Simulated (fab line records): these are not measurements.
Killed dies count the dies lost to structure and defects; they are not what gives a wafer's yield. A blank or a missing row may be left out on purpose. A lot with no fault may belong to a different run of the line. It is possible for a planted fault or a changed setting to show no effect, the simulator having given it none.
Which tool did it? | flow berkeleyCmos170 | Sampling: 14 lots, 42 wafers, 3 of 331 route steps

== WHAT THE GAUGES SHOWED, per wafer ==
UCB170_V1_OVL_MEAS_13. Usual: for V1_OVL the level is -1 nm and the standard deviation is 6.1.
lot  | measured     | on         | V1_OVL (nm) | flag
L280 | day 7 01:58  | overlay-01 | 3 0 -5      | 
L282 | day 7 12:23  | overlay-01 | 2 3 7       | 
L281 | day 7 12:49  | overlay-01 | -13 -5 -2   | 
L284 | day 7 12:59  | overlay-02 | -2 2 -4     | 
L283 | day 7 18:19  | overlay-02 | -2 1 -4     | 
L287 | day 8 12:14  | overlay-01 | -3 4 3      | 
L291 | day 9 19:43  | overlay-01 | 3 11 3      | 
L294 | day 10 09:51 | overlay-02 | 4 3 3       | 
L293 | day 10 10:20 | overlay-02 | -4 -3 1     | 
L295 | day 11 06:35 | overlay-02 | -3 1 -3     | 
L296 | day 11 17:11 | overlay-01 | 7 -1 6      | 
L302 | day 12 04:42 | overlay-02 | 2 5 0       | 
L299 | day 12 04:49 | overlay-01 | 4 2 7       | 
L303 | day 13 04:22 | overlay-01 | 6 9 -5      | 

UCB170_M3_THK_MEAS_03: measures by xrf. Usual: for M3_AL_THK the level is 903 nm and the standard deviation is 13.
lot  | measured     | on           | M3_AL_THK (nm) | flag
L280 | day 7 07:59  | filmMetro-04 | 893 893 900    | 
L282 | day 7 18:17  | filmMetro-03 | 893 889 882    | 
L281 | day 7 19:18  | filmMetro-04 | 910 898 905    | 
L284 | day 7 19:45  | filmMetro-02 | 893 902 902    | 
L283 | day 8 00:08  | filmMetro-04 | 911 908 904    | 
L287 | day 8 18:21  | filmMetro-04 | 900 909 896    | 
L291 | day 10 02:35 | filmMetro-03 | 867 885 881    | 
L294 | day 10 19:59 | filmMetro-02 | 901 914 902    | 
L293 | day 10 20:54 | filmMetro-02 | 888 907 901    | 
L295 | day 11 12:43 | filmMetro-04 | 889 893 904    | 
L296 | day 12 00:40 | filmMetro-02 | 903 919 907    | 
L302 | day 12 12:05 | filmMetro-03 | 887 893 891    | 
L299 | day 12 12:21 | filmMetro-02 | 914 899 909    | 
L303 | day 13 13:07 | filmMetro-03 | 888 883 896    | 

== TOOL THAT RAN EACH LOT (tool first, then ch and the chambers of the sampled wafers, then the start) ==
lot  | UCB170_V2_STRIP_15
L280 | plasmaAsher-04 ch 0,1, day 7 07:31
L282 | plasmaAsher-04 ch 0,1, day 7 17:47
L281 | plasmaAsher-01 ch 0,1, day 7 18:49
L284 | plasmaAsher-01 ch 0,1, day 7 19:16
L283 | plasmaAsher-01 ch 0,1, day 7 23:38
L287 | plasmaAsher-04 ch 0,1, day 8 17:50
L291 | plasmaAsher-01 ch 0,1, day 10 02:06
L294 | plasmaAsher-01 ch 0,1, day 10 19:31
L293 | plasmaAsher-01 ch 0,1, day 10 20:26
L295 | plasmaAsher-01 ch 0,1, day 11 12:14
L296 | plasmaAsher-01 ch 0,1, day 12 00:10
L302 | plasmaAsher-02 ch 0,1, day 12 11:33
L299 | plasmaAsher-04 ch 0,1, day 12 11:47
L303 | plasmaAsher-02 ch 0,1, day 13 12:28
- UCB170_V2_STRIP_15: strips in O2.

== WHAT THE TOOLS THEMSELVES READ (means of the sampled wafers that have a number; where no wafer has one, the mark that the record gives instead) ==
UCB170_V2_STRIP_15. Usual: drypumpMotorCurrentA 5.4 A, standard deviation 0.61; oesProductAu 0.722 a.u., standard deviation 0.0044; stripTimeToEndpointS 15.26 s, standard deviation 0.13.
lot  | tool           | drypumpMotorCurrentA (A) | oesProductAu (a.u.) | stripTimeToEndpointS (s) | flag
L280 | plasmaAsher-04 | 5.4                      | 0.723               | 15.25                    | 
L282 | plasmaAsher-04 | 5.9                      | 0.721               | 15.19                    | 
L281 | plasmaAsher-01 | 5.0                      | 0.723               | 15.21                    | 
L284 | plasmaAsher-01 | 5.0                      | 0.724               | 15.37                    | 
L283 | plasmaAsher-01 | 5.0                      | 0.724               | 15.06                    | 
L287 | plasmaAsher-04 | 5.4                      | 0.723               | 15.27                    | 
L291 | plasmaAsher-01 | 5.0                      | 0.723               | 15.37                    | 
L294 | plasmaAsher-01 | 4.9                      | 0.721               | 15.05                    | 
L293 | plasmaAsher-01 | 5.0                      | 0.723               | 15.42                    | 
L295 | plasmaAsher-01 | 5.0                      | 0.721               | 15.22                    | 
L296 | plasmaAsher-01 | 5.0                      | 0.726               | 15.31                    | 
L302 | plasmaAsher-02 | 5.7                      | 0.725               | 15.30                    | 
L299 | plasmaAsher-04 | 5.9                      | 0.723               | 15.07                    | 
L303 | plasmaAsher-02 | 5.7                      | 0.723               | 15.18                    | 

== THE ANSWER, worked out from the rows above alone ==
Rule: take the mean of a lot's wafers that have a number; if it is more than 3 standard deviations from the usual mean, the lot is off. A lot without any number at a reading at which 4 lots or more have one is off too. The other lots that the step has rows for count as sound. First the gauges in route order, then the tools' own readings, where a lot's mean is used as printed above. The first step at which some lot is off is used, and at that step the reading that is off furthest; a lot without a number counts as furthest.
No lot is off on any of the readings shown, so nothing can be concluded from this.

== WHAT THE SIMULATOR HAD PUT IN ==
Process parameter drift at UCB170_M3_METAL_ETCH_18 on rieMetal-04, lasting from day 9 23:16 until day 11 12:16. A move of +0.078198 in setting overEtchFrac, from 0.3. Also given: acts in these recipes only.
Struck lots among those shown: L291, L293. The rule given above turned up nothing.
